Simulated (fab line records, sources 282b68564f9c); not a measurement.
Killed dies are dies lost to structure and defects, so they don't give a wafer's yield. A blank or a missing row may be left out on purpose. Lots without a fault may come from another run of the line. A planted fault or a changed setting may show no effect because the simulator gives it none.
fab line records | flow rit_cmos
record lots=5 wafers=23
route steps=202 shown PLDD@122 SDANNEAL@156 PSD@157 CONTACT@175 M1@188
start_h: hours from the record's first day to the start of the lot's first wafer shown | wait_h: hours since the lot's step before | " the same as in the row above | L1.1+2: a row that stands for several wafers | - no value, or no start given | * or withheld: withheld | < > ~ a bound
route shown NAME@n: a module of which the file shows steps, and the number in the route of the first | usual: mean/standard deviation of fault-free wafers | same: alike in all rows | chamber/n: place in a boat | sites: the reading at each site | _std_site: their standard deviation | _edge_site: outer sites' mean less inner sites' | radius_mm: how far each site lies from the wafer's centre | mask NAME#n: copy n | behind: the tool/chamber that last shaped the wafer | hold: why the lot was held/for how many hours/how that ended | device: the transistor (n, p or np) that didn't switch | end of line: the same wafers' tests at the end of the route | a step without rows: its recipe alone | killed: dies lost to structure and defects at the first sort, not the wafer's yield | map: a wafer's dies, x killed, . not, _ none there
set.NAME: the setting as run; set.NAME@STEP: as run at that earlier step | model.NAME: the simulator's own value behind a step, which no gauge read
lots whose settings were changed on purpose; a table a step, a row a wafer
## steps
# step RIT_PLDD_IMPLANT_08
# recipe species=BF2 energy_kev=20 dose_cm2=9e+14 tilt_deg=7
# columns lot.wafer tool chamber start_h wait_h set.dose_cm2
L074.2+4 implanter-04 0 46.20 0.1 8.717e+14
L074.3+5+6 " 0 " " 9e+14
L076.1+3+6 implanter-03 0 63.53 0.1 8.827e+14
L076.4+5 " 0 " " 9e+14
L078.2+4+6 implanter-02 0 74.25 0.1 9e+14
L082.1+5+6 implanter-02 0 96.80 0.1 9.319e+14
L082.2+4 " 0 " " 9e+14
L083.2+3+4+5+6 implanter-04 0 105.16 0.1 9e+14
# step RIT_PLDD_STRIP_09
# recipe chemistry=O2 time_s=180 resist=NOVOLAK platen_temp_c=withheld power_w=500 pressure_mtorr=4000 o2_flow_sccm=4000
# step RIT_PLDD_TW_MEAS_10
# usual PLDD_TW=2341/10
# columns lot.wafer tool chamber start_h wait_h set.dose_cm2@PLDD_IMPLANT_08 PLDD_TW
L074.2 film_metro-02 - 46.51 0.1 8.717e+14 2308
L074.3 " - " " 9e+14 2334
L074.4 " - " " 8.717e+14 2314
L074.5 " - " " 9e+14 2333
L074.6 " - " " 9e+14 2329
L076.1 film_metro-01 - 63.85 0.1 8.827e+14 2330
L076.3 " - " " 8.827e+14 2335
L076.4 " - " " 9e+14 2349
L076.5 " - " " 9e+14 2339
L076.6 " - " " 8.827e+14 2339
L078.2 film_metro-01 - 74.56 0.1 9e+14 2328
L078.4 " - " " 9e+14 2345
L078.6 " - " " 9e+14 2340
L082.1 film_metro-01 - 97.13 0.1 9.319e+14 2359
L082.2 " - " " 9e+14 2337
L082.4 " - " " 9e+14 2342
L082.5 " - " " 9.319e+14 2367
L082.6 " - " " 9.319e+14 2367
L083.2 film_metro-01 - 105.47 0.1 9e+14 2337
L083.3 " - " " 9e+14 2327
L083.4 " - " " 9e+14 2344
L083.5 " - " " 9e+14 2340
L083.6 " - " " 9e+14 2341
# step RIT_SDANNEAL_RTA_03
# recipe temp_c=1050 time_s=5 idle_temp_c=600 ramp_up_c_per_s=342 ramp_down_c_per_s=171 cool_to_c=600 ambient=N2
# columns lot.wafer tool chamber start_h wait_h set.time_s
L074.2+3+4+5+6 rtp_anneal-02 0 53.38 0.0 5
L076.1+4+5 rtp_anneal-02 0 69.68 0.0 5
L076.3+6 " 0 " " 5.218
L078.2+4+6 rtp_anneal-02 0 80.60 0.0 5
L082.1+4 rtp_anneal-02 0 104.06 0.0 5
L082.2+5+6 " 0 " " 5.688
L083.2+5+6 rtp_anneal-01 0 111.60 0.0 4.267
L083.3+4 " 0 " " 5
# step RIT_SDANNEAL_RS_MEAS_04
# recipe thk_meas_gauge=four-point-probe
# usual PSD_RS=115.7/0.34
# columns lot.wafer tool chamber start_h wait_h set.time_s@SDANNEAL_RTA_03 PSD_RS[ohm/sq]
L074.2 film_metro-02 - 53.44 0.1 5 115.6
L074.3 " - " " 5 115.9
L074.4 " - " " 5 115.5
L074.5 " - " " 5 115.8
L074.6 " - " " 5 115.9
L076.1 film_metro-02 - 69.74 0.0 5 115.5
L076.3 " - " " 5.218 115.0
L076.4 " - " " 5 115.8
L076.5 " - " " 5 115.7
L076.6 " - " " 5.218 115.2
L078.2 film_metro-02 - 80.67 0.1 5 116.3
L078.4 " - " " 5 115.7
L078.6 " - " " 5 116.0
L082.1 film_metro-02 - 104.11 0.0 5 116.1
L082.2 " - " " 5.688 114.2
L082.4 " - " " 5 116.1
L082.5 " - " " 5.688 114.1
L082.6 " - " " 5.688 113.7
L083.2 film_metro-03 - 111.67 0.1 4.267 117.5
L083.3 " - " " 5 115.6
L083.4 " - " " 5 115.4
L083.5 " - " " 4.267 118.0
L083.6 " - " " 4.267 117.6
# step RIT_CONTACT_DEVELOP_07
# recipe resist=NOVOLAK develop_time_s=120 dev_temp_c=23
# columns lot.wafer tool chamber start_h wait_h set.develop_time_s
L074.2+3+4+5+6 litho_track-02 0 - - 120
L076.1+4 litho_track-03 0 - - 126.3
L076.3+5+6 " 0 " " 120
L078.2+4+6 litho_track-01 0 - - 120
L082.1+6 litho_track-02 0 - - 120
L082.2+4+5 " 0 " " 104.6
L083.2+3+4+5+6 litho_track-03 0 - - 120
# step RIT_CONTACT_CD_MEAS_08
# recipe target_cd_nm=1000
# usual cd_nm=1000.3/1.8
# columns lot.wafer tool chamber start_h wait_h set.develop_time_s@CONTACT_DEVELOP_07 cd_nm
L074.2 cd_sem-01 - 55.53 - 120 998.0
L074.3 " - " " 120 996.9
L074.4 " - " " 120 997.8
L074.5 " - " " 120 996.8
L074.6 " - " " 120 999.2
L076.1 cd_sem-01 - 71.94 - 126.3 1003.9
L076.3 " - " " 120 1001.1
L076.4 " - " " 126.3 1006.3
L076.5 " - " " 120 1001.9
L076.6 " - " " 120 1001.1
L078.2 cd_sem-02 - 82.75 - 120 999.7
L078.4 " - " " 120 999.2
L078.6 " - " " 120 998.6
L082.1 cd_sem-01 - 106.19 - 120 997.1
L082.2 " - " " 104.6 988.2
L082.4 " - " " 104.6 987.7
L082.5 " - " " 104.6 986.7
L082.6 " - " " 120 999.4
L083.2 cd_sem-01 - 113.80 - 120 1001.2
L083.3 " - " " 120 1001.6
L083.4 " - " " 120 1002.2
L083.5 " - " " 120 1004.4
L083.6 " - " " 120 998.8
# step RIT_CONTACT_ETCH_11
# recipe target_depth_a=4800 over_etch_frac=0.2 stop_on=TiSi2 chemistry=CHF3/CF4/Ar target=SiO2 CHF3_flow_sccm=50 cf4_flow_sccm=10 Ar_flow_sccm=100 O2_flow_sccm=5 pressure_mtorr=100 rf_w=200 time_s=320
# columns lot.wafer tool chamber start_h wait_h set.rf_w set.develop_time_s@CONTACT_DEVELOP_07 model.CONTACT.cd_nm
L074.2 rie_diel-03 1 55.81 0.1 200 120 997.9
L074.3 " 3 " " 208.2 120 997.2
L074.4 " 2 " " 200 120 997.8
L074.5 " 3 " " 208.2 120 996.9
L074.6 " 0 " " 208.2 120 999.4
L076.1 rie_diel-04 1 72.37 0.1 200 126.3 1004
L076.3 " 0 " " 200 120 1001
L076.4 " 1 " " 219.5 126.3 1007
L076.5+6 " 3,0 " " 219.5 120 1002
L078.2 rie_diel-03 2 83.03 0.1 200 120 999.6
L078.4 " 3 " " 200 120 998.4
L078.6 " 3 " " 200 120 998.5
L082.1 rie_diel-04 3 106.49 0.1 200 120 996.9
L082.2 " 1 " " 213.9 104.6 988.7
L082.4 " 0 " " 213.9 104.6 988.1
L082.5 " 2 " " 200 104.6 986.6
L082.6 " 1 " " 213.9 120 999.7
L083.2 rie_diel-03 3 114.09 0.1 218.8 120 1002
L083.3 " 1 " " 200 120 1001
L083.4 " 2 " " 200 120 1002
L083.5 " 1 " " 218.8 120 1005
L083.6 " 0 " " 200 120 998.7
# step RIT_CONTACT_STRIP_12
# recipe chemistry=O2 time_s=180 resist=NOVOLAK platen_temp_c=withheld power_w=500 pressure_mtorr=4000 o2_flow_sccm=4000
# step RIT_CONTACT_CD_MEAS_90
# recipe target_cd_nm=1000
# usual cd_nm=1000.2/1.8
# columns lot.wafer tool chamber start_h wait_h set.develop_time_s@CONTACT_DEVELOP_07 cd_nm
L074.2 cd_sem-02 - 56.20 0.1 120 997.7
L074.3 " - " " 120 997.3
L074.4 " - " " 120 997.6
L074.5 " - " " 120 997.0
L074.6 " - " " 120 999.3
L076.1 cd_sem-01 - 72.74 0.1 126.3 1003.4
L076.3 " - " " 120 1001.1
L076.4 " - " " 126.3 1006.8
L076.5 " - " " 120 1002.1
L076.6 " - " " 120 1001.3
L078.2 cd_sem-02 - 83.42 0.1 120 999.3
L078.4 " - " " 120 998.4
L078.6 " - " " 120 998.4
L082.1 cd_sem-02 - 106.86 0.1 120 997.0
L082.2 " - " " 104.6 988.5
L082.4 " - " " 104.6 988.3
L082.5 " - " " 104.6 986.6
L082.6 " - " " 120 999.8
L083.2 cd_sem-01 - 114.47 0.1 120 1001.9
L083.3 " - " " 120 1001.1
L083.4 " - " " 120 1002.0
L083.5 " - " " 120 1005.0
L083.6 " - " " 120 998.6
# step RIT_M1_COAT_04
# recipe resist=NOVOLAK spin_rpm=2000 resist_thk_nm=1300
# columns lot.wafer tool chamber start_h wait_h set.resist_thk_nm model.NOVOLAK_of_M1_COAT_04.thk_nm
L074.2 litho_track-02 0 57.35 0.1 1300 1312
L074.3 " 0 " " 1300 1310
L074.4 " 0 " " 1300 1307
L074.5 " 0 " " 1300 1306
L074.6 " 0 " " 1300 1309
L076.1 litho_track-04 0 74.06 0.1 1266 1263
L076.3+4 " 0 " " 1300 1297
L076.5 " 0 " " 1266 1262
L076.6 " 0 " " 1266 1264
L078.2+4 litho_track-02 0 84.52 0.1 1300 1304
L078.6 " 0 " " 1300 1305
L082.1+2 litho_track-04 0 107.97 0.1 1270 1261
L082.4 " 0 " " 1270 1266
L082.5 " 0 " " 1300 1293
L082.6 " 0 " " 1300 1295
L083.2 litho_track-01 0 115.59 0.1 1300 1296
L083.3+5 " 0 " " 1227 1226
L083.4 " 0 " " 1300 1295
L083.6 " 0 " " 1300 1294
# step RIT_M1_SOFTBAKE_05
# recipe resist=NOVOLAK temp_c=89.25 time_s=60
# step RIT_M1_EXPOSE_06
# recipe mask_id=M12 na=0.6 source_shape=conventional sigma_outer=0.5 target_cd_nm=2600 dose_mj=250
# step RIT_M1_HARDBAKE_11
# recipe resist=NOVOLAK temp_c=140 time_s=120
# columns lot.wafer tool chamber start_h wait_h set.resist_thk_nm@M1_COAT_04 model.NOVOLAK_of_M1_COAT_04.thk_nm
L074.2 litho_track-04 0 58.38 0.1 1300 1147
L074.3+6 " 0 " " 1300 1145
L074.4 " 0 " " 1300 1143
L074.5 " 0 " " 1300 1142
L076.1 litho_track-02 0 75.13 0.0 1266 1105
L076.3+4 " 0 " " 1300 1135
L076.5 " 0 " " 1266 1104
L076.6 " 0 " " 1266 1106
L078.2+4 litho_track-02 0 85.60 0.1 1300 1140
L078.6 " 0 " " 1300 1141
L082.1 litho_track-02 0 108.93 0.1 1270 1103
L082.2 " 0 " " 1270 1104
L082.4 " 0 " " 1270 1108
L082.5 " 0 " " 1300 1131
L082.6 " 0 " " 1300 1132
L083.2 litho_track-01 0 116.51 0.1 1300 1134
L083.3+5 " 0 " " 1227 1073
L083.4 " 0 " " 1300 1133
L083.6 " 0 " " 1300 1132
# step RIT_M1_METAL_ETCH_12
# recipe stop_on=SiO2 chemistry=Cl2/BCl3 target=Al time_s=165 over_etch_frac=0.5 pressure_mtorr=100 target_depth_a=6000 rf_w=250 Cl2_flow_sccm=60 bcl3_flow_sccm=50
# columns lot.wafer tool chamber start_h wait_h set.rf_w set.resist_thk_nm@M1_COAT_04 model.NOVOLAK_of_M1_COAT_04.thk_nm
L074.2 rie_metal-02 1 58.59 0.2 250 1300 824
L074.3 " 1 " " 250 1300 823.4
L074.4 " 0 " " 250 1300 815.8
L074.5 " 0 " " 250 1300 814.2
L074.6 " 1 " " 250 1300 819.2
L076.1 rie_metal-04 0 75.38 0.2 260.3 1266 767.8
L076.3 " 1 " " 250 1300 805.5
L076.4 " 0 " " 260.3 1300 797.6
L076.5 " 1 " " 260.3 1266 762.4
L076.6 " 0 " " 250 1266 780.2
L078.2 rie_metal-03 1 85.80 0.2 250 1300 819.2
L078.4 " 0 " " 250 1300 814.6
L078.6 " 1 " " 250 1300 817.3
L082.1 rie_metal-04 0 109.18 0.2 229.6 1270 806.4
L082.2 " 1 " " 229.6 1270 800.4
L082.4 " 1 " " 250 1270 780.1
L082.5 " 1 " " 250 1300 798.8
L082.6 " 0 " " 250 1300 806
L083.2 rie_metal-02 1 116.72 0.2 250 1300 808.9
L083.3 " 0 " " 250 1227 742.1
L083.4 " 1 " " 250 1300 806.7
L083.5 " 0 " " 250 1227 742.3
L083.6 " 1 " " 250 1300 808.4
## key
split step=RIT_PLDD_IMPLANT_08 setting=dose_cm2 stated=9e+14 by=wafer
response step=RIT_PLDD_TW_MEAS_10 reading=PLDD_TW change=+6.55 per=1% r=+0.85
split step=RIT_SDANNEAL_RTA_03 setting=time_s stated=5 by=wafer
response step=RIT_SDANNEAL_RS_MEAS_04 reading=PSD_RS change=-0.151 per=1% r=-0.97
split step=RIT_CONTACT_DEVELOP_07 setting=develop_time_s stated=120 by=wafer
response step=RIT_CONTACT_CD_MEAS_08 reading=cd_nm change=+0.819 per=1% r=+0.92
response step=RIT_CONTACT_ETCH_11 reading=model.CONTACT.cd_nm change=+0.801 per=1% r=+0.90
response step=RIT_CONTACT_CD_MEAS_90 reading=cd_nm change=+0.803 per=1% r=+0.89
split step=RIT_CONTACT_ETCH_11 setting=rf_w stated=200 by=wafer
response none clear
split step=RIT_M1_COAT_04 setting=resist_thk_nm stated=1300 by=wafer
response step=RIT_M1_COAT_04 reading=model.NOVOLAK_of_M1_COAT_04.thk_nm change=+12.6 per=1% r=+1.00
response step=RIT_M1_HARDBAKE_11 reading=model.NOVOLAK_of_M1_COAT_04.thk_nm change=+10.8 per=1% r=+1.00
response step=RIT_M1_METAL_ETCH_12 reading=model.NOVOLAK_of_M1_COAT_04.thk_nm slope=+11.5 per=1% together_with=rf_w@M1_METAL_ETCH_12 explained=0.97
split step=RIT_M1_METAL_ETCH_12 setting=rf_w stated=250 by=wafer
response step=RIT_M1_METAL_ETCH_12 reading=model.NOVOLAK_of_M1_COAT_04.thk_nm slope=-3.13 per=1% together_with=resist_thk_nm@M1_COAT_04 explained=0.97
